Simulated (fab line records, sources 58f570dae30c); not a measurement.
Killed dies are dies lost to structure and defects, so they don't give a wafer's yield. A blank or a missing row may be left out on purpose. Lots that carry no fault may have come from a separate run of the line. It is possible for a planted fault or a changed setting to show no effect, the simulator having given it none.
fab line records -- flow berkeley-cmos170
record: lots: 15, wafers: 45, last-day: 13
route steps=331 shown NWELL@28
lots with no fault: from the same line, run without faults
start-h: hours from the record's opening day to when the first of the lot's shown wafers began -- wait-h: hours from the lot's prior step to this one -- " same as the row above -- L1.1+2: a single row standing in for several wafers -- - value missing, or start not given -- * or withheld: withheld -- < > ~ a bound
route shown NAME@n: names a module that has steps shown in the file, with the first one's number in the route -- usual: mean/standard deviation of fault-free wafers -- same: alike in all rows -- chamber/n: place in a boat -- sites: per-site readings -- _std_site: standard deviation of those values -- _edge_site: outer sites' mean less inner sites' -- radius-mm: how far each site lies from the wafer's centre -- mask NAME#n: copy n -- behind: the last tool/chamber to shape the wafer -- hold: why the lot went on hold/how many hours it stayed there/how the hold came to an end -- device: transistor that didn't switch, given as n, p or np -- end of line: the tests these same wafers got at the end of their route -- for a step that has no rows: nothing shown but its recipe -- killed: count of dies lost to structure and defects at first sort (not the wafer's yield) -- map: shows each die of a wafer: x if killed, . if not, _ if none is there
set.NAME: the setting that was run; set.NAME@STEP: the one run at that earlier step -- model.NAME: the simulator's own value behind a step, which no gauge read
route steps across a sampled set of lots; one table per step, one row per wafer
services: when a tool's chamber went out of use (start-h, in hours from the record's first day, below 0 if earlier), for how many hours, and the reason
== steps ==
step: UCB170_NWELL_IMPLANT_14
recipe: species: P, dose-cm2: 1e+13, energy-kev: 150, tilt-deg: 7
usual: beam-energy-keV: 150.01/0.051, tilt-deg: 7.000/0.018
lot.wafer,tool,chamber,start-h,wait-h,beam-energy-keV,tilt-deg
L266.1,implanter-04,0,34.76,0.1,150.00,7.026
L266.4,implanter-04,0,34.76,0.1,150.11,7.023
L266.5,implanter-04,0,34.76,0.1,150.04,7.041
L267.4,implanter-04,0,35.08,0.1,150.04,6.988
L267.5,implanter-04,0,35.08,0.1,149.98,7.023
L267.6,implanter-04,0,35.08,0.1,150.07,6.997
L268.2,implanter-01,0,43.81,0.1,149.96,7.001
L268.5,implanter-01,0,43.81,0.1,150.05,6.977
L268.6,implanter-01,0,43.81,0.1,150.01,6.988
L273.1,implanter-04,0,72.77,0.1,174.20,6.993
L273.2,implanter-04,0,72.77,0.1,174.21,6.974
L273.3,implanter-04,0,72.77,0.1,174.16,7.024
L275.2,implanter-01,0,77.15,0.1,150.07,6.995
L275.3,implanter-01,0,77.15,0.1,150.09,7.007
L275.5,implanter-01,0,77.15,0.1,150.01,7.005
L276.3,implanter-04,0,87.09,0.1,174.22,6.988
L276.4,implanter-04,0,87.09,0.1,174.12,6.994
L276.5,implanter-04,0,87.09,0.1,174.21,7.009
L278.1,implanter-04,0,98.18,0.1,174.11,7.009
L278.2,implanter-04,0,98.18,0.1,174.14,7.004
L278.4,implanter-04,0,98.18,0.1,174.21,7.007
L279.3,implanter-02,0,98.50,0.1,150.06,7.000
L279.4,implanter-02,0,98.50,0.1,150.05,6.991
L279.5,implanter-02,0,98.50,0.1,150.06,7.013
L281.1,implanter-02,0,109.27,0.1,150.01,7.013
L281.2,implanter-02,0,109.27,0.1,150.03,7.013
L281.6,implanter-02,0,109.27,0.1,149.94,6.990
L282.1,implanter-02,0,120.77,0.1,150.01,6.975
L282.5,implanter-02,0,120.77,0.1,149.99,6.985
L282.6,implanter-02,0,120.77,0.1,149.98,6.990
L284.1,implanter-01,0,126.28,0.1,150.00,6.987
L284.4,implanter-01,0,126.28,0.1,149.99,7.003
L284.5,implanter-01,0,126.28,0.1,149.99,7.018
L286.1,implanter-02,0,132.97,0.1,150.03,6.981
L286.2,implanter-02,0,132.97,0.1,150.04,7.002
L286.3,implanter-02,0,132.97,0.1,150.09,6.987
L285.1,implanter-01,0,133.25,0.1,150.00,7.006
L285.2,implanter-01,0,133.25,0.1,150.00,7.008
L285.4,implanter-01,0,133.25,0.1,150.04,7.051
L288.4,implanter-02,0,144.91,0.1,150.00,7.023
L288.5,implanter-02,0,144.91,0.1,149.98,7.003
L288.6,implanter-02,0,144.91,0.1,150.01,7.002
L289.1,implanter-01,0,152.86,0.1,150.00,7.010
L289.3,implanter-01,0,152.86,0.1,150.02,7.003
L289.4,implanter-01,0,152.86,0.1,150.09,6.978
step: UCB170_NWELL_TW_MEAS_16
usual: NWELL_TW: 1243/6.8
lot.wafer,tool,chamber,start-h,wait-h,hold,NWELL_TW
L266.1,film-metro-04,-,35.01,0.1,-,1250
L266.4,film-metro-04,-,35.01,0.1,-,1247
L266.5,film-metro-04,-,35.01,0.1,-,1251
L267.4,film-metro-02,-,35.28,0.1,-,1250
L267.5,film-metro-02,-,35.28,0.1,-,1249
L267.6,film-metro-02,-,35.28,0.1,-,1246
L268.2,film-metro-04,-,44.05,0.1,-,1249
L268.5,film-metro-04,-,44.05,0.1,-,1243
L268.6,film-metro-04,-,44.05,0.1,-,1245
L273.1,film-metro-02,-,73.02,0.1,await-dispo/0.2h/release,1283
L273.2,film-metro-02,-,73.02,0.1,await-dispo/0.2h/release,1286
L273.3,film-metro-02,-,73.02,0.1,await-dispo/0.2h/release,1289
L273.1,film-metro-02,-,73.24,0.2,-,1287
L273.2,film-metro-02,-,73.24,0.2,-,1282
L273.3,film-metro-02,-,73.24,0.2,-,1280
L275.2,film-metro-04,-,77.38,0.1,-,1248
L275.3,film-metro-04,-,77.38,0.1,-,1250
L275.5,film-metro-04,-,77.38,0.1,-,1246
L276.3,film-metro-01,-,87.31,0.1,await-dispo/0.2h/release,1273
L276.4,film-metro-01,-,87.31,0.1,await-dispo/0.2h/release,1278
L276.5,film-metro-01,-,87.31,0.1,await-dispo/0.2h/release,1285
L276.3,film-metro-01,-,87.54,0.2,-,1285
L276.4,film-metro-01,-,87.54,0.2,-,1279
L276.5,film-metro-01,-,87.54,0.2,-,1279
L278.1,film-metro-04,-,98.43,0.1,await-dispo/0.2h/release,1283
L278.2,film-metro-04,-,98.43,0.1,await-dispo/0.2h/release,1287
L278.4,film-metro-04,-,98.43,0.1,await-dispo/0.2h/release,1287
L278.1,film-metro-04,-,98.66,0.2,-,1286
L278.2,film-metro-04,-,98.66,0.2,-,1292
L278.4,film-metro-04,-,98.66,0.2,-,1292
L279.3,film-metro-02,-,98.72,0.1,-,1244
L279.4,film-metro-02,-,98.72,0.1,-,1246
L279.5,film-metro-02,-,98.72,0.1,-,1240
L281.1,film-metro-01,-,109.52,0.1,-,1237
L281.2,film-metro-01,-,109.52,0.1,-,1240
L281.6,film-metro-01,-,109.52,0.1,-,1238
L282.1,film-metro-04,-,121.02,0.1,-,1236
L282.5,film-metro-04,-,121.02,0.1,-,1251
L282.6,film-metro-04,-,121.02,0.1,-,1239
L284.1,film-metro-01,-,126.53,0.1,-,1246
L284.4,film-metro-01,-,126.53,0.1,-,1240
L284.5,film-metro-01,-,126.53,0.1,-,1240
L286.1,film-metro-01,-,133.22,0.1,-,1231
L286.2,film-metro-01,-,133.22,0.1,-,1235
L286.3,film-metro-01,-,133.22,0.1,-,1234
L285.1,film-metro-02,-,133.50,0.1,-,1246
L285.2,film-metro-02,-,133.50,0.1,-,1247
L285.4,film-metro-02,-,133.50,0.1,-,1249
L288.4,film-metro-04,-,145.12,0.1,-,1247
L288.5,film-metro-04,-,145.12,0.1,-,1240
L288.6,film-metro-04,-,145.12,0.1,-,1245
L289.1,film-metro-04,-,153.11,0.1,-,1244
L289.3,film-metro-04,-,153.11,0.1,-,1250
L289.4,film-metro-04,-,153.11,0.1,-,1244
== services ==
tool,chamber,start-h,hours,kind
implanter-02,-,13.06,64.7,pm
implanter-01,-,32.96,5.0,repair
implanter-04,-,40.31,3.4,repair
implanter-01,-,44.52,4.6,pm
implanter-02,-,77.78,4.0,pm
implanter-04,-,118.04,1.4,repair
== key ==
first-sign: step: UCB170_NWELL_IMPLANT_14, reading: beam-energy-keV, direction: up, sigmas: 99+, usual: 150.01, struck: 174.17
effect: step: UCB170_NWELL_TW_MEAS_16, reading: visit, direction: added
effect: step: UCB170_NWELL_TW_MEAS_16, reading: NWELL_TW, direction: up, sigmas: 5.9, usual: 1243, struck: 1284
met-at UCB170_NWELL_IMPLANT_14
struck-lots L273,L276,L278
tester-left-out L273,L276,L278
onset-between 35.08 72.77
fault: kind: process-parameter-drift, tool: implanter-04, chamber: -, onset-h: 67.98, steps: UCB170_NWELL_IMPLANT_14, channel: energy-kev, offset: 24.185, shape: step, end-h: 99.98, acts-in: these-recipes-only, stated: 150
tester-left-out: of these lots the tester's yield and bins aren't shown, on N5 and GAA mostly nor the transistor test; their killed dies are dies lost to structure and defects alone, not to doping, threshold or leakage, so they don't give the yield
